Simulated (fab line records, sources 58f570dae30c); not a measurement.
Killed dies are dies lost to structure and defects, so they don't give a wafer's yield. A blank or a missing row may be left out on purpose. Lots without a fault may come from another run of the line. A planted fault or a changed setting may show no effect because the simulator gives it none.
One fault seen from 2 desks | flow berkeley_cmos170 | each desk has only its own numbers; what lay behind them comes last

THE METROLOGY DESK
What the gauges read, lot by lot, whatever tool the lot ran on: means of the sampled wafers that have a number. A lot is out of limits, marked OUT, if its mean lies more than 4 standard deviations from the usual mean; the brackets give that distance.
Columns: A = NLDD_TW at UCB170_NLDD_TW_MEAS_11, usual 2234; B = NLDD_RS at UCB170_SDANNEAL_RS_MEAS_05, usual 616.1 ohm/sq
lot  | first seen here | A               | B
L698 | day 7 09:51     | 2255            | 615.7
L701 | day 7 15:29     | 2219            | 615.5
L700 | day 7 17:44     | 2256            | 615.8
L702 | day 9 02:56     | 2219            | 617.4
L704 | day 9 07:54     | 2226            | 615.8
L706 | day 9 08:16     | 2232            | 619.0
L703 | day 9 08:24     | 2257            | 615.5
L708 | day 9 19:24     | 2219            | 613.4
L711 | day 10 03:21    | 2258            | 615.2
L709 | day 10 10:28    | 2202            | 618.0
L716 | day 11 12:29    | 2254            | 616.8
L714 | day 11 12:54    | 2096 (-8.1) OUT | 719.6 (+65) OUT
L719 | day 12 09:07    | 2106 (-7.5) OUT | 722.7 (+67) OUT
L720 | day 12 09:31    | 2228            | 617.7
This desk's finding: out of limits on L714, L719; first on L714, day 11 12:54 (NLDD_TW at UCB170_NLDD_TW_MEAS_11). In limits: L698, L701, L700, L702, L704, L706, L703, L708, L711, L709, L716, L720.

THE TOOL OWNER'S DESK: implanter-01
The tool's own readings at UCB170_NLDD_IMPLANT_08: means of the sampled wafers that have a number, for each lot that ran on this tool. A lot is out of limits, marked OUT, if its mean lies more than 4 standard deviations from the usual mean; the brackets give that distance.
Columns: A = dose_ions_cm2 at UCB170_NLDD_IMPLANT_08, usual 5e+13; B = faraday_current_uA at UCB170_NLDD_IMPLANT_08, usual 159
lot  | first seen here | A                       | B
L698 | day 7 09:27     | 5e+13                   | 163
L706 | day 9 07:52     | 5e+13                   | 161
L708 | day 9 19:00     | 5e+13                   | 161
L711 | day 10 02:57    | 5e+13                   | 158
L714 | day 11 12:30    | 3e+13 (-99 or more) OUT | 89 (-21) OUT
L719 | day 12 08:43    | 3e+13 (-99 or more) OUT | 93 (-20) OUT
This desk's finding: out of limits on L714, L719; first on L714, day 11 12:30 (dose_ions_cm2 at UCB170_NLDD_IMPLANT_08). In limits: L698, L706, L708, L711.

PUT TOGETHER
The tool owner's desk could have raised an alarm at day 11 12:30, on L714, L719.
The metrology desk could have raised an alarm at day 11 12:54, on L714, L719.
Of the lots named, all ran UCB170_NLDD_IMPLANT_08 on implanter-01.

WHAT THE SIMULATOR HAD PUT IN
Process parameter drift: implanter-01, from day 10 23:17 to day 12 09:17, at UCB170_NLDD_IMPLANT_08. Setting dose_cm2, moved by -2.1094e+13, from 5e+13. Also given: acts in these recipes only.
Lots struck among those shown: L714, L719.
Hours from the fault's start to each desk's first reading out of limits: the tool owner's desk, 13; the metrology desk, 14.
